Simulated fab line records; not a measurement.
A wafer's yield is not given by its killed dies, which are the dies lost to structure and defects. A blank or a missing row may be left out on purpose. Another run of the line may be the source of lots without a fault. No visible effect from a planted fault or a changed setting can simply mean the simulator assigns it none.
Split-lot experiment -- flow rit_cmos -- 23 wafers read from 5 lots, route of 202 steps

== ABOUT THE SPLIT ==
At RIT_PLDD_IMPLANT_08, the setting dose_cm2 was moved away from the recipe's 9e+14 on 9 of the 23 wafers read, by -6.0% to +6.6%. All remaining wafers had this setting at the recipe value.

== FROM THE SPLIT TO THE READING: what the file shows between them, 4 steps ==
- RIT_PLDD_STRIP_09: strips in O2, time 180 s
- RIT_PLDD_TW_MEAS_10
- RIT_PSD_IMPLANT_08 (also split here: tilt_deg)
- RIT_PSD_STRIP_09: strips in O2, time 180 s

== THE READING ==
PLDD_RS, in ohm/sq, at RIT_SDANNEAL_RS_MEAS_06 (measures by four-point-probe). A value of 179.0 ohm/sq with a standard deviation of 0.47 ohm/sq is what fault-free wafers of this fab line usually give.

wafer,"tool, chamber at the split",dose_cm2 as run,against the recipe,"PLDD_RS, ohm/sq",against lot-mates on the recipe
L074.1,"implanter-04, 0",9e+14,recipe,178.5,-
L074.3,"implanter-04, 0",9.363e+14,+4.0%,175.7,-2.9
L074.4,"implanter-04, 0",9.363e+14,+4.0%,175.8,-2.8
L074.5,"implanter-04, 0",9e+14,recipe,178.9,-
L074.6,"implanter-04, 0",9e+14,recipe,178.4,-
L076.1,"implanter-04, 0",9e+14,recipe,179.3,-
L076.2,"implanter-04, 0",8.46e+14,-6.0%,184.8,+5.7
L076.3,"implanter-04, 0",8.46e+14,-6.0%,184.2,+5.1
L076.4,"implanter-04, 0",8.46e+14,-6.0%,184.7,+5.6
L076.5,"implanter-04, 0",9e+14,recipe,178.9,-
L082.1,"implanter-01, 0",9e+14,recipe,179.2,-
L082.2,"implanter-01, 0",9e+14,recipe,179.4,-
L082.4,"implanter-01, 0",8.6e+14,-4.4%,183.2,+4.0
L082.5,"implanter-01, 0",9e+14,recipe,179.1,-
L082.6,"implanter-01, 0",8.6e+14,-4.4%,183.3,+4.1
L083.1,"implanter-04, 0",9e+14,recipe,179.2,-
L083.3,"implanter-04, 0",9.591e+14,+6.6%,173.5,-5.9
L083.4,"implanter-04, 0",9.591e+14,+6.6%,173.7,-5.7
L083.5,"implanter-04, 0",9e+14,recipe,179.5,-
L083.6,"implanter-04, 0",9e+14,recipe,179.4,-
L085.2,"implanter-04, 0",9e+14,recipe,180.1,-
L085.3,"implanter-04, 0",9e+14,recipe,179.9,-
L085.6,"implanter-04, 0",9e+14,recipe,179.8,-

FIT RESULTS
A straight line over all 23 wafers: PLDD_RS changes by -0.877 ohm/sq for each +1% of dose_cm2; r = -0.99; the points scatter about the line by 0.4 ohm/sq.
The same after taking each lot's own level away (the mean of its wafers on the recipe; 23 wafers): -0.872 ohm/sq for each +1%; r = -1.00; scatter 0.27 ohm/sq.
That fit puts the effect of the largest move of dose_cm2 on the reading at 5.7 ohm/sq.
Across the lots, their own levels run from 178.60 to 179.93 ohm/sq, a range of 2.8 times the standard deviation given above.
So the lot-to-lot level changes the slope little: the two slopes agree.
Check: for one of the wafers moved furthest among these (+6.6%), held out of the fit, the line's prediction against its lot-mates is -5.56 ohm/sq. Against them it came out at -5.87 ohm/sq.

== OTHER SPLITS APPLIED TO THESE WAFERS ==
Note: prior to the reading, these wafers also went through further splits. Each is held against what the fit with the lots' levels taken away leaves over:
other split on the same wafers,wafers away from the commonest value,r with PLDD_RS (lot level and that fit taken away)
RIT_ACTIVE_OXIDATION_01 temp_c,18,-0.28
RIT_ACTIVE_HARDBAKE_12 temp_c,9,+0.09
RIT_NWELL_SOFTBAKE_02 temp_c,8,+0.36
RIT_PWELL_COAT_01 resist_thk_nm,5,-0.03
RIT_GATE_DEVELOP_15 dev_temp_c,8,-0.18
RIT_PSD_IMPLANT_08 tilt_deg,7,+0.18

== THE WHOLE CHAIN: every reading that the file lists as answering this split, in the file's order ==
step,what it does,reading,change (the file's fit),r (the file's)
RIT_PLDD_TW_MEAS_10,,PLDD_TW,+6.42 for each +1% of the setting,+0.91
RIT_SDANNEAL_RS_MEAS_06,measures by four-point-probe,PLDD_RS,-0.873 for each +1% of the setting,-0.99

== FILE'S OWN FIT ==
PLDD_RS changes by -0.873 ohm/sq for each +1% of dose_cm2, r = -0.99.
